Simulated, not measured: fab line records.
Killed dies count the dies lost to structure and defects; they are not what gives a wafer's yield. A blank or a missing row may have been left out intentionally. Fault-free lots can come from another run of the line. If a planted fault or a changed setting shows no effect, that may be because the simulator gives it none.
fab line records -- flow berkeley-cmos170
record lots=15, wafers=45, last-day=12
route steps=331 shown CONTACT@222
lots untouched by any fault: they come from a run of this same line in which no faults occurred
start-h: the number of hours between the record's first day and the start of the first shown wafer of the lot -- wait-h: time in hours since the lot's previous step -- " repeats the value in the row above -- L1.1+2: several wafers, shown together as one row -- - no value, or no start given -- * or withheld: withheld -- < > ~ a bound
route shown NAME@n: a module of which the file shows steps, and the number in the route of the first -- usual: the fault-free wafers' mean and standard deviation -- same: alike in all rows -- chamber/n: place in a boat -- sites: each site's reading -- _std_site: their standard deviation -- _edge_site: the outer-site mean with the inner-site mean subtracted -- radius-mm: for every site, how far away it sits from the centre of the wafer -- mask NAME#n: copy n -- behind: the most recent tool/chamber to have shaped the wafer -- hold: the reason the lot was held/the length of the hold in hours/how it ended -- device: the transistor (n, p or np) that didn't switch -- end of line: tests of these same wafers at the route's end -- for a step that has no rows: nothing shown but its recipe -- killed: not the wafer's yield, but the dies lost to structure and defects at the first sort -- map: per-die view of a wafer (x killed, . not killed, _ where there is no die)
set.NAME: the run value of the setting; set.NAME@STEP: its run value at that earlier step -- model.NAME: the simulator's own value behind a step, which no gauge read
the route's steps for a sample of lots (tables are steps, rows are wafers)
services: when a tool's chamber went out of use (start-h, in hours from the record's first day, below 0 if earlier), for how many hours, and the reason
## steps
# step UCB170_CONTACT_STRIP_06
# recipe chemistry=O2, power-w=400, pressure-mtorr=3500, platen-temp-c=withheld, o2-flow-sccm=400, overash-fraction=0.5
# usual chamber-pressure-mTorr=3500/3.3, drypump-motor-current-A=5.7/0.48, oes-product-au=0.735/0.0052, strip-time-to-endpoint-s=21.96/0.058
lot.wafer,tool,chamber,start-h,wait-h,chamber-pressure-mTorr,drypump-motor-current-A,oes-product-au,rf-hours-counter-h,strip-time-to-endpoint-s
L340.2,plasma-asher-02,1,140.27,0.1,3498,6.4,0.739,37,21.93
L340.3,plasma-asher-02,0,140.27,0.1,3493,5.3,0.729,-,22.02
L340.4,plasma-asher-02,1,140.27,0.1,3503,6.4,0.727,-,21.97
L341.2,plasma-asher-02,1,146.99,0.1,3503,6.4,0.732,38,21.95
L341.4,plasma-asher-02,0,146.99,0.1,3503,5.3,0.738,-,21.94
L341.5,plasma-asher-02,0,146.99,0.1,3500,5.3,0.731,-,21.98
L343.1,plasma-asher-03,1,161.28,0.1,3504,5.4,0.725,42,22.06
L343.2,plasma-asher-03,0,161.28,0.1,3504,5.2,0.731,42,22.00
L343.5,plasma-asher-03,0,161.28,0.1,3502,5.2,0.733,-,22.01
L342.2,plasma-asher-03,0,163.07,0.1,3498,5.2,0.729,43,21.91
L342.4,plasma-asher-03,1,163.07,0.1,3501,5.3,0.743,-,21.96
L342.6,plasma-asher-03,0,163.07,0.1,3500,5.2,0.748,-,21.93
L349.2,plasma-asher-02,1,187.63,0.1,-,-,-,-,-
L349.5,plasma-asher-02,0,187.63,0.1,-,-,-,-,-
L349.6,plasma-asher-02,1,187.63,0.1,-,-,-,-,-
L351.1,plasma-asher-02,0,189.39,0.1,-,-,-,-,-
L351.3,plasma-asher-02,1,189.39,0.1,-,-,-,-,-
L351.6,plasma-asher-02,1,189.39,0.1,-,-,-,-,-
L348.1,plasma-asher-03,0,189.39,0.1,-,-,-,-,-
L348.2,plasma-asher-03,1,189.39,0.1,-,-,-,-,-
L348.4,plasma-asher-03,1,189.39,0.1,-,-,-,-,-
L356.4,plasma-asher-04,0,216.56,0.1,3501,6.3,0.737,-,21.97
L356.5,plasma-asher-04,1,216.56,0.1,3500,5.9,0.735,-,21.99
L356.6,plasma-asher-04,0,216.56,0.1,3499,6.2,0.742,-,21.98
L358.1,plasma-asher-02,0,225.03,0.1,3502,5.3,0.729,47,21.93
L358.2,plasma-asher-02,1,225.03,0.1,3502,6.4,0.738,47,22.01
L358.5,plasma-asher-02,1,225.03,0.1,3501,6.4,0.733,-,21.95
L357.2,plasma-asher-04,1,225.57,0.1,3496,5.9,0.734,12,21.93
L357.4,plasma-asher-04,0,225.57,0.1,3504,6.2,0.735,-,22.07
L357.5,plasma-asher-04,1,225.57,0.1,3495,5.9,0.737,-,21.92
L360.4,plasma-asher-03,0,237.93,0.1,3505,5.2,0.735,-,21.87
L360.5,plasma-asher-03,1,237.93,0.1,3501,5.3,0.726,-,21.97
L360.6,plasma-asher-03,0,237.93,0.1,3500,5.3,0.738,-,21.95
L359.1,plasma-asher-02,0,238.38,0.1,3498,5.3,0.729,48,21.86
L359.3,plasma-asher-02,1,238.38,0.1,3503,6.4,0.738,-,21.88
L359.4,plasma-asher-02,0,238.38,0.1,3495,5.3,0.730,-,21.89
L361.1,plasma-asher-04,0,239.68,0.1,3506,6.3,0.727,14,21.91
L361.2,plasma-asher-04,1,239.68,0.1,3497,6.0,0.740,14,21.90
L361.5,plasma-asher-04,0,239.68,0.1,3505,6.2,0.733,-,21.95
L363.1,plasma-asher-04,0,253.79,0.1,3499,6.2,0.733,15,21.91
L363.3,plasma-asher-04,0,253.79,0.1,3498,6.2,0.724,-,21.96
L363.6,plasma-asher-04,0,253.79,0.1,3495,6.2,0.738,-,21.91
L362.3,plasma-asher-02,0,253.82,0.1,3499,5.3,0.739,-,21.97
L362.4,plasma-asher-02,1,253.82,0.1,3499,6.4,0.732,-,21.93
L362.6,plasma-asher-02,1,253.82,0.1,3500,6.4,0.737,-,21.85
# step UCB170_CONTACT_STRIP_19
# recipe chemistry=O2, power-w=400, pressure-mtorr=3500, platen-temp-c=withheld, o2-flow-sccm=400, overash-fraction=0.5
# usual chamber-pressure-mTorr=3500.1/2.8, drypump-motor-current-A=5.7/0.45, oes-product-au=0.726/0.0043
lot.wafer,tool,chamber,start-h,wait-h,chamber-pressure-mTorr,drypump-motor-current-A,oes-product-au,rf-hours-counter-h
L340.2,plasma-asher-03,0,142.36,-,3496.1,5.2,0.727,40
L340.3,plasma-asher-03,0,142.36,-,3499.7,5.2,0.716,-
L340.4,plasma-asher-03,1,142.36,-,3499.3,5.3,0.726,-
L341.2,plasma-asher-02,0,148.74,-,3499.5,5.3,0.726,38
L341.4,plasma-asher-02,1,148.74,-,3499.6,6.4,0.718,-
L341.5,plasma-asher-02,1,148.74,-,3496.2,6.4,0.719,-
L343.1,plasma-asher-04,0,162.83,-,3502.8,6.2,0.730,5
L343.2,plasma-asher-04,1,162.83,-,3500.7,6.0,0.720,5
L343.5,plasma-asher-04,1,162.83,-,3499.0,6.0,0.722,-
L342.2,plasma-asher-03,1,165.84,-,3498.3,5.3,0.728,43
L342.4,plasma-asher-03,0,165.84,-,3505.4,5.2,0.719,-
L342.6,plasma-asher-03,0,165.84,-,3497.5,5.2,0.722,-
L349.2,plasma-asher-04,0,189.26,-,3501.0,6.2,0.732,8
L349.5,plasma-asher-04,1,189.26,-,3504.2,5.9,0.736,-
L349.6,plasma-asher-04,0,189.26,-,3500.0,6.2,0.742,-
L348.1,plasma-asher-04,1,191.77,-,3501.5,6.0,0.739,8
L348.2,plasma-asher-04,0,191.77,-,3501.2,6.2,0.735,8
L348.4,plasma-asher-04,1,191.77,-,3498.8,5.9,0.734,-
L351.1,plasma-asher-03,1,192.05,-,3494.7,5.3,0.738,46
L351.3,plasma-asher-03,1,192.05,-,3497.8,5.3,0.738,-
L351.6,plasma-asher-03,0,192.05,-,3499.0,5.2,0.739,-
L356.4,plasma-asher-04,1,218.40,-,3498.7,6.0,0.724,-
L356.5,plasma-asher-04,0,218.40,-,3506.0,6.3,0.723,-
L356.6,plasma-asher-04,1,218.40,-,3504.1,6.0,0.716,-
L358.1,plasma-asher-04,1,226.80,-,3499.2,6.0,0.716,13
L358.2,plasma-asher-04,0,226.80,-,3502.4,6.2,0.732,13
L358.5,plasma-asher-04,1,226.80,-,3503.3,6.0,0.723,-
L357.2,plasma-asher-03,0,227.18,-,3493.9,5.2,0.728,50
L357.4,plasma-asher-03,1,227.18,-,3498.3,5.4,0.722,-
L357.5,plasma-asher-03,1,227.18,-,3498.5,5.4,0.726,-
L360.4,plasma-asher-03,0,239.45,-,3495.6,5.2,0.731,-
L360.5,plasma-asher-03,0,239.45,-,3501.3,5.2,0.724,-
L360.6,plasma-asher-03,1,239.45,-,3500.7,5.4,0.716,-
L359.1,plasma-asher-03,1,240.16,-,3500.3,5.4,0.730,51
L359.3,plasma-asher-03,1,240.16,-,3502.4,5.3,0.730,-
L359.4,plasma-asher-03,0,240.16,-,3501.7,5.2,0.724,-
L361.1,plasma-asher-02,0,241.22,-,3499.3,5.3,0.733,48
L361.2,plasma-asher-02,1,241.22,-,3505.7,6.4,0.721,48
L361.5,plasma-asher-02,0,241.22,-,3501.1,5.3,0.718,-
L362.3,plasma-asher-03,1,255.45,-,3495.4,5.4,0.731,-
L362.4,plasma-asher-03,0,255.45,-,3498.7,5.2,0.730,-
L362.6,plasma-asher-03,1,255.45,-,3500.0,5.3,0.724,-
L363.1,plasma-asher-04,0,255.75,-,3501.0,6.2,0.729,15
L363.3,plasma-asher-04,0,255.75,-,3496.9,6.2,0.733,-
L363.6,plasma-asher-04,1,255.75,-,3502.7,6.0,0.723,-
## services
tool,chamber,start-h,hours,kind
plasma-asher-04,0,117.75,-,clean
plasma-asher-04,1,117.75,-,clean
plasma-asher-04,-,214.28,1.0,repair
plasma-asher-04,-,231.52,2.8,pm
## key
first-sign step=UCB170_CONTACT_STRIP_06, reading=tool-record, direction=missing
effect step=UCB170_CONTACT_STRIP_19, reading=oes-product-au, direction=up, sigmas=2.6, usual=0.726, struck=0.737
met-at UCB170_CONTACT_STRIP_06
struck-lots L348,L349,L351
later-rows-left-out L348.1,L348.2,L348.4,L349.2,L349.5,L349.6,L351.1,L351.3,L351.6
sort-left-out L348.1,L348.2,L348.4,L349.2,L349.5,L349.6,L351.1,L351.3,L351.6
tester-left-out L348,L349,L351
onset-between 163.07 187.63
fault kind=skipped-step-whole, tool=plasma-asher-02,plasma-asher-03, chamber=-, onset-h=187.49, steps=UCB170_CONTACT_STRIP_06, scope=struck-lots-only
# tester-left-out: of these lots the tester's yield and bins aren't shown, on N5 and GAA mostly nor the transistor test; their killed dies are dies lost to structure and defects alone, not to doping, threshold or leakage, so they don't give the yield
# sort-left-out: the simulated sort isn't trusted on such a fault, so these wafers' sort isn't shown, and their yield isn't known
# later-rows-left-out: the simulator's readings of these wafers behind a module that went badly wrong aren't trusted and aren't shown, but for the sort
